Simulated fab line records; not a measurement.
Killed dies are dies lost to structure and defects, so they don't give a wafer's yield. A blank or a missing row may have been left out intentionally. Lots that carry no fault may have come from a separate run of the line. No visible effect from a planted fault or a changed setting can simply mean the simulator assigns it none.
fab line records	flow rit-cmos
record lots=5	wafers=15	last-day=7
route steps=202 shown FOX2@25 NWELL@28 PWELL@39
lots that met no fault: taken from a fault-free run of the same line
start-h: start of the lot's first displayed wafer, in hours after the record's first day	wait-h: how many hours have passed since the lot's step before this one	" unchanged from the row above	L1.1+2: one row covering several wafers at once	- value missing, or start not given	* or withheld: withheld	< > ~ a bound
route shown NAME@n: names a module that has steps shown in the file, with the first one's number in the route	usual: average and standard deviation across the fault-free wafers	same: alike in all rows	chamber/n: place in a boat	sites: the reading at each site	_std_site: the values' standard deviation	_edge_site: inner sites' mean taken away from outer sites' mean	radius-mm: how far each site lies from the wafer's centre	mask NAME#n: copy n	behind: the tool/chamber that last shaped the wafer	hold: reason for holding the lot/hours on hold/outcome of the hold	device: the transistor (n, p or np) that didn't switch	end of line: tests of these same wafers at the route's end	a step with no rows: only its recipe	killed: dies that structure and defects cost at the first sort, which is not the same as the wafer's yield	map: shows each die of a wafer: x if killed, . if not, _ if none is there
set.NAME: setting as actually run; set.NAME@STEP: the setting as run at that earlier step	model.NAME: the simulator's own value behind a step, which no gauge read
certain route steps with their lots: each step a table, each wafer a row
services: from which hour (start-h, from the record's first day; less than 0 if before it) a tool's chamber was out of use, for how many hours, and why
## steps
# step RIT_FOX2_CLEAN_02
# recipe chemistry=dHF	dilution=50:1	time-s=180
# same time-s=180
lot.wafer	tool	chamber	start-h	wait-h
L076.1+2+5	wet-bench-03	1	28.50	0.1
L078.1+3+4	wet-bench-01	2	38.67	0.1
L080.1+2+4	wet-bench-03	3	49.11	0.1
L093.3+5+6	wet-bench-03	1	113.37	0.0
L097.1+3+5	wet-bench-03	3	133.74	0.1
# step RIT_FOX2_WET_ETCH_03
# recipe chemistry=H3PO4	target=Si3N4	target-depth-nm=195	temp-c=165	time-s=2700
# same time-s=2700
lot.wafer	tool	chamber	start-h	wait-h
L076.1+2+5	wet-bench-01	3	28.56	0.0
L078.1+3+4	wet-bench-04	3	38.73	0.0
L080.1+2+4	wet-bench-04	3	49.23	0.0
L093.3+5+6	wet-bench-04	3	113.43	0.0
L097.1+3+5	wet-bench-04	2	133.80	0.0
# step RIT_FOX2_THK_MEAS_90
# recipe reads=SiO2_of_FOX2_OXIDATION_00
# usual FIELD_OXIDE_LEFT_1_THK=303/5.8
lot.wafer	tool	chamber	start-h	wait-h	FIELD_OXIDE_LEFT_1_THK[nm]
L076.1	film-metro-03	-	29.32	0.0	296
L076.2	"	-	"	"	305
L076.5	"	-	"	"	304
L078.1	film-metro-04	-	39.49	0.0	302
L078.3	"	-	"	"	299
L078.4	"	-	"	"	299
L080.1	film-metro-02	-	49.99	0.0	296
L080.2	"	-	"	"	298
L080.4	"	-	"	"	301
L093.3	film-metro-04	-	114.21	0.0	305
L093.5	"	-	"	"	303
L093.6	"	-	"	"	301
L097.1	film-metro-04	-	134.56	0.0	301
L097.3	"	-	"	"	301
L097.5	"	-	"	"	300
# step RIT_NWELL_HMDS_00
# recipe prime-time-s=60	prime-temp-c=140
lot.wafer	tool	chamber	start-h	wait-h
L076.1+2+5	litho-track-01	0	29.40	0.1
L078.1+3+4	litho-track-01	0	39.55	0.1
L080.1+2+4	litho-track-02	0	50.05	0.1
L093.3+5+6	litho-track-01	0	114.30	0.1
L097.1+3+5	litho-track-01	0	134.62	0.1
# step RIT_NWELL_COAT_01
# recipe resist=NOVOLAK	spin-rpm=2000	resist-thk-nm=1300
lot.wafer	tool	chamber	start-h	wait-h
L076.1+2+5	litho-track-01	0	29.55	0.1
L078.1+3+4	litho-track-01	0	39.70	0.1
L080.1+2+4	litho-track-02	0	50.20	0.1
L093.3+5+6	litho-track-01	0	114.45	0.1
L097.1+3+5	litho-track-01	0	134.77	0.1
# step RIT_NWELL_SOFTBAKE_02
# recipe resist=NOVOLAK	temp-c=90	time-s=58.47
# usual plate-temp-C=90.01/0.12
# same time-s=58.47
lot.wafer	tool	chamber	start-h	wait-h	plate-temp-C
L076.1	litho-track-01	0	29.70	0.1	89.99
L076.2	"	0	"	"	89.99
L076.5	"	0	"	"	90.21
L078.1	litho-track-01	0	39.85	0.1	89.98
L078.3	"	0	"	"	90.20
L078.4	"	0	"	"	90.03
L080.1	litho-track-02	0	50.35	0.1	89.98
L080.2	"	0	"	"	89.74
L080.4	"	0	"	"	89.91
L093.3	litho-track-01	0	114.60	0.1	90.00
L093.5	"	0	"	"	90.18
L093.6	"	0	"	"	90.15
L097.1	litho-track-01	0	134.92	0.1	89.78
L097.3	"	0	"	"	89.89
L097.5	"	0	"	"	89.86
# step RIT_NWELL_EXPOSE_03
# recipe mask-id=M2	na=0.57	target-cd-nm=43900	dose-mj=250
# usual stage-vel-mm-s=500.03/0.22
lot.wafer	tool	chamber	start-h	wait-h	mask	stage-vel-mm-s
L076.1	iline-stepper-01	0	29.97	0.3	M2#0	499.84
L076.2	"	0	"	"	M2#0	499.93
L076.5	"	0	"	"	M2#0	500.21
L078.1	iline-stepper-01	0	40.00	0.1	M2#0	499.99
L078.3	"	0	"	"	M2#0	500.07
L078.4	"	0	"	"	M2#0	500.31
L080.1	iline-stepper-01	0	50.50	0.1	M2#0	499.79
L080.2	"	0	"	"	M2#0	499.83
L080.4	"	0	"	"	M2#0	500.07
L093.3	iline-stepper-02	0	114.73	0.1	M2#0	500.14
L093.5	"	0	"	"	M2#0	500.30
L093.6	"	0	"	"	M2#0	500.60
L097.1	iline-stepper-02	0	135.07	0.1	M2#0	499.64
L097.3	"	0	"	"	M2#0	500.03
L097.5	"	0	"	"	M2#0	500.37
# step RIT_NWELL_PEB_04
# recipe resist=NOVOLAK	temp-c=withheld	time-s=withheld
lot.wafer	tool	chamber	start-h	wait-h
L076.1+2+5	litho-track-02	0	30.09	0.1
L078.1+3+4	litho-track-02	0	40.11	0.1
L080.1+2+4	litho-track-04	0	50.62	0.1
L093.3+5+6	litho-track-01	0	114.86	0.1
L097.1+3+5	litho-track-04	0	135.19	0.1
# step RIT_NWELL_DEVELOP_05
# recipe resist=NOVOLAK	develop-time-s=68	dev-temp-c=23
lot.wafer	tool	chamber	start-h	wait-h
L076.1+2+5	litho-track-02	0	-	-
L078.1+3+4	litho-track-02	0	-	-
L080.1+2+4	litho-track-04	0	-	-
L093.3+5+6	litho-track-01	0	-	-
L097.1+3+5	litho-track-04	0	-	-
# step RIT_NWELL_OVL_MEAS_06
# usual NWELL_OVL=-0.5/1.4
lot.wafer	tool	chamber	start-h	wait-h	NWELL_OVL[nm]
L076.1	overlay-01	-	30.40	-	-0.6
L076.2	"	-	"	"	-1.9
L076.5	"	-	"	"	-1.2
L078.1	overlay-02	-	40.43	-	-2.9
L078.3	"	-	"	"	-2.1
L078.4	"	-	"	"	-0.8
L080.1	overlay-02	-	50.93	-	-1.0
L080.2	"	-	"	"	0.3
L080.4	"	-	"	"	1.8
L093.3	overlay-01	-	115.14	-	1.2
L093.5	"	-	"	"	-0.4
L093.6	"	-	"	"	0.8
L097.1	overlay-02	-	135.50	-	0.3
L097.3	"	-	"	"	0.3
L097.5	"	-	"	"	0.4
# step RIT_NWELL_HARDBAKE_07
# recipe resist=NOVOLAK	temp-c=140	time-s=120
# usual plate-temp-C=140.03/0.15
# same time-s=120
lot.wafer	tool	chamber	start-h	wait-h	plate-temp-C
L076.1	litho-track-02	0	30.44	0.0	139.89
L076.2	"	0	"	"	140.04
L076.5	"	0	"	"	140.10
L078.1	litho-track-02	0	40.46	0.0	139.98
L078.3	"	0	"	"	140.07
L078.4	"	0	"	"	140.10
L080.1	litho-track-01	0	50.97	0.0	139.74
L080.2	"	0	"	"	139.70
L080.4	"	0	"	"	139.66
L093.3	litho-track-02	0	115.25	0.1	139.83
L093.5	"	0	"	"	139.96
L093.6	"	0	"	"	140.05
L097.1	litho-track-04	0	135.54	0.0	140.49
L097.3	"	0	"	"	140.22
L097.5	"	0	"	"	140.22
# step RIT_NWELL_IMPLANT_08
# recipe species=P	energy-kev=170	dose-cm2=5e+13	tilt-deg=7
lot.wafer	tool	chamber	start-h	wait-h
L076.1+2+5	implanter-01	0	30.69	0.2
L078.1+3+4	implanter-01	0	40.71	0.2
L080.1+2+4	implanter-02	0	51.22	0.2
L093.3+5+6	implanter-02	0	115.46	0.2
L097.1+3+5	implanter-01	0	135.79	0.2
# step RIT_NWELL_STRIP_09
# recipe chemistry=O2	time-s=180	resist=NOVOLAK	platen-temp-c=withheld	power-w=500	pressure-mtorr=4000	o2-flow-sccm=4000
# usual drypump-motor-current-A=5.5/0.52
# same time-s=180
lot.wafer	tool	chamber	start-h	wait-h	drypump-motor-current-A	rf-hours-counter-h
L076.1	plasma-asher-01	1	30.84	0.1	4.7	39
L076.2	"	0	"	"	6.2	39
L076.5	"	1	"	"	4.8	-
L078.1	plasma-asher-01	0	40.86	0.1	6.2	40
L078.3	"	1	"	"	4.8	-
L078.4	"	0	"	"	6.2	-
L080.1	plasma-asher-04	0	51.37	0.1	5.2	26
L080.2	"	1	"	"	5.6	26
L080.4	"	0	"	"	5.2	-
L093.3	plasma-asher-04	1	115.62	0.1	5.6	-
L093.5	"	1	"	"	5.6	-
L093.6	"	0	"	"	5.2	-
L097.1	plasma-asher-01	0	135.94	0.1	6.2	50
L097.3	"	1	"	"	4.8	-
L097.5	"	1	"	"	4.8	-
# step RIT_NWELL_TW_MEAS_10
# usual NWELL_TW=2129/19
lot.wafer	tool	chamber	start-h	wait-h	NWELL_TW
L076.1	film-metro-04	-	31.01	0.1	2124
L076.2	"	-	"	"	2120
L076.5	"	-	"	"	2132
L078.1	film-metro-01	-	41.04	0.1	2122
L078.3	"	-	"	"	2113
L078.4	"	-	"	"	2129
L080.1	film-metro-01	-	51.54	0.1	2110
L080.2	"	-	"	"	2116
L080.4	"	-	"	"	2114
L093.3	film-metro-04	-	115.76	0.1	2118
L093.5	"	-	"	"	2129
L093.6	"	-	"	"	2121
L097.1	film-metro-02	-	136.11	0.1	2166
L097.3	"	-	"	"	2168
L097.5	"	-	"	"	2166
# step RIT_PWELL_HMDS_00
# recipe prime-time-s=60	prime-temp-c=140
lot.wafer	tool	chamber	start-h	wait-h
L076.1+2+5	litho-track-03	0	31.07	0.1
L078.1+3+4	litho-track-03	0	41.10	0.1
L080.1+2+4	litho-track-03	0	51.60	0.1
L093.3+5+6	litho-track-03	0	115.85	0.1
L097.1+3+5	litho-track-04	0	136.17	0.1
# step RIT_PWELL_COAT_01
# recipe resist=NOVOLAK	spin-rpm=2000	resist-thk-nm=1300
lot.wafer	tool	chamber	start-h	wait-h
L076.1+2+5	litho-track-03	0	31.22	0.1
L078.1+3+4	litho-track-03	0	41.25	0.1
L080.1+2+4	litho-track-03	0	51.75	0.1
L093.3+5+6	litho-track-03	0	116.00	0.1
L097.1+3+5	litho-track-04	0	136.32	0.1
# step RIT_PWELL_SOFTBAKE_02
# recipe resist=NOVOLAK	temp-c=90	time-s=60
# usual plate-temp-C=90.00/0.12
# same time-s=60
lot.wafer	tool	chamber	start-h	wait-h	plate-temp-C
L076.1	litho-track-03	0	31.37	0.1	90.10
L076.2	"	0	"	"	90.17
L076.5	"	0	"	"	90.16
L078.1	litho-track-03	0	41.40	0.1	89.98
L078.3	"	0	"	"	90.11
L078.4	"	0	"	"	89.90
L080.1	litho-track-03	0	51.90	0.1	90.11
L080.2	"	0	"	"	89.92
L080.4	"	0	"	"	90.27
L093.3	litho-track-03	0	116.15	0.1	90.07
L093.5	"	0	"	"	89.95
L093.6	"	0	"	"	89.74
L097.1	litho-track-04	0	136.47	0.1	90.17
L097.3	"	0	"	"	89.87
L097.5	"	0	"	"	90.01
## services
tool	chamber	start-h	hours	kind
iline-stepper-02	-	46.82	7.0	repair
iline-stepper-02	-	70.42	1.7	pm
plasma-asher-01	-	74.99	3.2	repair
iline-stepper-01	-	77.06	1.7	pm
wet-bench-03	-	82.26	4.4	pm
plasma-asher-01	-	90.39	5.1	repair
iline-stepper-02	0	95.01	-	calibration
iline-stepper-01	-	97.88	9.3	repair
wet-bench-01	-	115.11	4.1	repair
plasma-asher-01	-	115.79	4.3	repair
implanter-02	-	133.98	8.5	repair
## key
fault none
